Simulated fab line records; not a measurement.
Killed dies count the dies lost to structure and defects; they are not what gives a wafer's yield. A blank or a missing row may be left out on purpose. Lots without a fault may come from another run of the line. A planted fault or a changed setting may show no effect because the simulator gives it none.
fab line records ; flow ritCmos
[record] lots = 14; wafers = 42; lastDay = 8
route steps=202 shown GATE@81 M1@202
lots that met no fault: from a run of the same line without faults
startH: start of the lot's first displayed wafer, in hours after the record's first day ; waitH: hours since the lot's step before ; " as in the row above ; L1.1+2: a row that stands for several wafers ; - no value, or no start given ; * or withheld: withheld ; < > ~ a bound
route shown NAME@n: NAME is a module with steps in the file, n the number in the route of the first one ; usual: the fault-free wafers' mean and standard deviation ; same: alike in all rows ; chamber/n: place in a boat ; sites: readings site by site ; _std_site: standard deviation across them ; _edge_site: inner sites' mean taken away from outer sites' mean ; radiusMm: how far each site lies from the wafer's centre ; mask NAME#n: copy n ; behind: the tool/chamber that last shaped the wafer ; hold: what put the lot on hold/how long, in hours/how the hold closed ; device: the transistor (n, p or np) that didn't switch ; end of line: tests of these same wafers at the route's end ; a step given without rows: its recipe and nothing more ; killed: at the first sort, the dies lost to defects and structure; wafer yield is something else ; map: per-die view of a wafer (x killed, . not killed, _ where there is no die)
set.NAME: the setting as run; set.NAME@STEP: as run at that earlier step ; model.NAME: the simulator's own value behind a step, which no gauge read
a sample of lots followed through the steps of the route, with each step as a table and each wafer as a row
services: when a tool's chamber went out of use (startH, in hours from the record's first day, below 0 if earlier), for how many hours, and the reason
[[steps]]
[step RIT_GATE_OXIDATION_05]
[recipe] tempC = 900; ambient = O2; targetThkA = 30; oxTimeS = 270
lot.wafer;tool;chamber;startH;waitH
L993.3+4+6;furnace-04;0;34.99;0.2
L994.2+4+6;furnace-04;0;43.37;1.0
L996.1+3+6;furnace-04;0;48.73;0.1
L999.2+4+6;furnace-03;0;66.95;5.1
L100.2+3+4;furnace-04;0;73.35;0.9
L101.3+4+5;furnace-01;0;80.63;1.0
L103.1+3+6;furnace-03;0;87.05;0.4
L102.3+4+6;furnace-04;0;89.92;2.7
L108.1+3+4;furnace-01;0;110.54;0.1
L110.3+4+5;furnace-01;0;121.18;0.0
L113.1+2+6;furnace-03;0;136.19;1.3
L114.1+3+5;furnace-03;0;144.56;3.6
L115.1+2+4;furnace-03;0;149.75;3.1
L116.1+2+6;furnace-01;0;154.47;1.4
[step RIT_GATE_THK_MEAS_07]
[recipe] reads = SiO2_of_GATE_OXIDATION_05
[usual] GATE_OXIDE_THK = 2.98/0.059
lot.wafer;tool;chamber;startH;waitH;GATE_OXIDE_THK[nm]
L993.3;filmMetro-04;-;37.32;0.0;3.00
L993.4;filmMetro-04;-;37.32;0.0;2.99
L993.6;filmMetro-04;-;37.32;0.0;3.03
L994.2;filmMetro-04;-;45.20;0.0;2.99
L994.4;filmMetro-04;-;45.20;0.0;3.02
L994.6;filmMetro-04;-;45.20;0.0;3.00
L996.1;filmMetro-04;-;50.06;0.0;2.98
L996.3;filmMetro-04;-;50.06;0.0;3.02
L996.6;filmMetro-04;-;50.06;0.0;2.97
L999.2;filmMetro-03;-;71.43;0.0;2.93
L999.4;filmMetro-03;-;71.43;0.0;2.92
L999.6;filmMetro-03;-;71.43;0.0;2.99
L100.2;filmMetro-04;-;74.69;0.0;2.62
L100.3;filmMetro-04;-;74.69;0.0;2.70
L100.4;filmMetro-04;-;74.69;0.0;2.69
L101.3;filmMetro-03;-;82.42;0.0;2.95
L101.4;filmMetro-03;-;82.42;0.0;3.01
L101.5;filmMetro-03;-;82.42;0.0;2.94
L103.1;filmMetro-04;-;90.22;0.0;3.00
L103.3;filmMetro-04;-;90.22;0.0;3.07
L103.6;filmMetro-04;-;90.22;0.0;3.08
L102.3;filmMetro-03;-;92.88;0.0;2.65
L102.4;filmMetro-03;-;92.88;0.0;2.66
L102.6;filmMetro-03;-;92.88;0.0;2.70
L108.1;filmMetro-02;-;111.86;0.0;2.97
L108.3;filmMetro-02;-;111.86;0.0;2.99
L108.4;filmMetro-02;-;111.86;0.0;3.01
L110.3;filmMetro-04;-;122.53;0.0;2.93
L110.4;filmMetro-04;-;122.53;0.0;2.99
L110.5;filmMetro-04;-;122.53;0.0;2.94
L113.1;filmMetro-03;-;137.51;0.0;3.04
L113.2;filmMetro-03;-;137.51;0.0;2.95
L113.6;filmMetro-03;-;137.51;0.0;2.99
L114.1;filmMetro-04;-;149.75;0.0;3.09
L114.3;filmMetro-04;-;149.75;0.0;3.04
L114.5;filmMetro-04;-;149.75;0.0;3.02
L115.1;filmMetro-04;-;154.47;0.0;2.99
L115.2;filmMetro-04;-;154.47;0.0;3.02
L115.4;filmMetro-04;-;154.47;0.0;3.03
L116.1;filmMetro-02;-;157.11;0.0;3.16
L116.2;filmMetro-02;-;157.11;0.0;2.99
L116.6;filmMetro-02;-;157.11;0.0;3.06
[step RIT_M1_PROBE_99]
[usual] killed_at_M0_to_M3 = 0.0/0.12; killedAtContacts = 0.1/0.32; killedAtFrontEnd = 6/3.1; killedDies = 7/3.2; killedOnRim = 1.7/1.4; killedOpen = 3.1/1.9; killedShort = 3.5/2.2
[same] grossDies = 264; killed_at_M4_up = 0; killedAtBackSide = 0; killedAtOther = 0
lot.wafer;tool;chamber;startH;waitH;killed_at_M0_to_M3;killedAtContacts;killedAtFrontEnd;killedDies;killedOnRim;killedOpen;killedShort
L100.2;prober-01;-;98.25;0.1;0;0;6;6;0;4;2
L100.3;prober-01;-;98.30;0.2;0;0;7;7;1;3;4
L100.4;prober-01;-;98.35;0.2;0;0;5;5;2;3;2
L102.3;prober-02;-;117.41;0.2;0;0;7;7;0;2;5
L102.4;prober-02;-;117.46;0.2;0;0;4;4;0;4;0
L102.6;prober-02;-;117.56;0.2;0;1;6;7;1;4;3
// killed by level:class
L100.2 SILICIDE:geometricParticle:open=2 FOX1:geometricParticle:short=1 FOX1:geometricParticle:open=1 GATE:geometricParticle:open=1 GATE:geometricParticle:short=1
L100.3 FOX1:geometricParticle:short=3 GATE:geometricParticle:open=2 GATE:geometricParticle:short=1 SILICIDE:geometricParticle:open=1
L100.4 FOX1:geometricParticle:open=1 GATE:geometricParticle:short=1 GATE:geometricParticle:open=1 REOX:geometricParticle:short=1 SPACER:geometricParticle:open=1
L102.3 SPACER:geometricParticle:short=2 FOX1:geometricParticle:short=1 FOX2:geometricParticle:open=1 REOX:geometricParticle:short=1 SPACER:geometricParticle:open=1 SILICIDE:geometricParticle:short=1
L102.4 GATE:geometricParticle:open=3 REOX:geometricParticle:open=1
L102.6 GATE:geometricParticle:short=2 GATE:geometricParticle:open=1 REOX:geometricParticle:open=1 SPACER:geometricParticle:short=1 SPACER:geometricParticle:open=1 CONTACT:geometricParticle:open=1
[[services]]
tool;chamber;startH;hours;kind
furnace-01;-;12.30;3.6;pm
furnace-03;-;21.02;3.6;pm
furnace-01;-;27.24;2.7;pm
furnace-04;-;124.44;4.2;pm
furnace-04;-;136.92;18.3;pm
[[key]]
[firstSign] step = RIT_GATE_THK_MEAS_07; reading = GATE_OXIDE_THK; direction = down; sigmas = 5.2; usual = 2.98; struck = 2.67
effect none on later readings
metAt RIT_GATE_OXIDATION_05
struckLots L100,L102
testerLeftOut L100,L102
onsetBetween 48.73 73.35
[fault] kind = processParameterDrift; tool = furnace-04; chamber = -; onsetH = 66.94; steps = RIT_GATE_OXIDATION_05; channel = oxTimeS; offset = *; shape = step; endH = 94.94; actsIn = *; stated = *
// testerLeftOut: of these lots the tester's yield and bins aren't shown, on N5 and GAA mostly nor the transistor test; their killed dies are dies lost to structure and defects alone, not to doping, threshold or leakage, so they don't give the yield
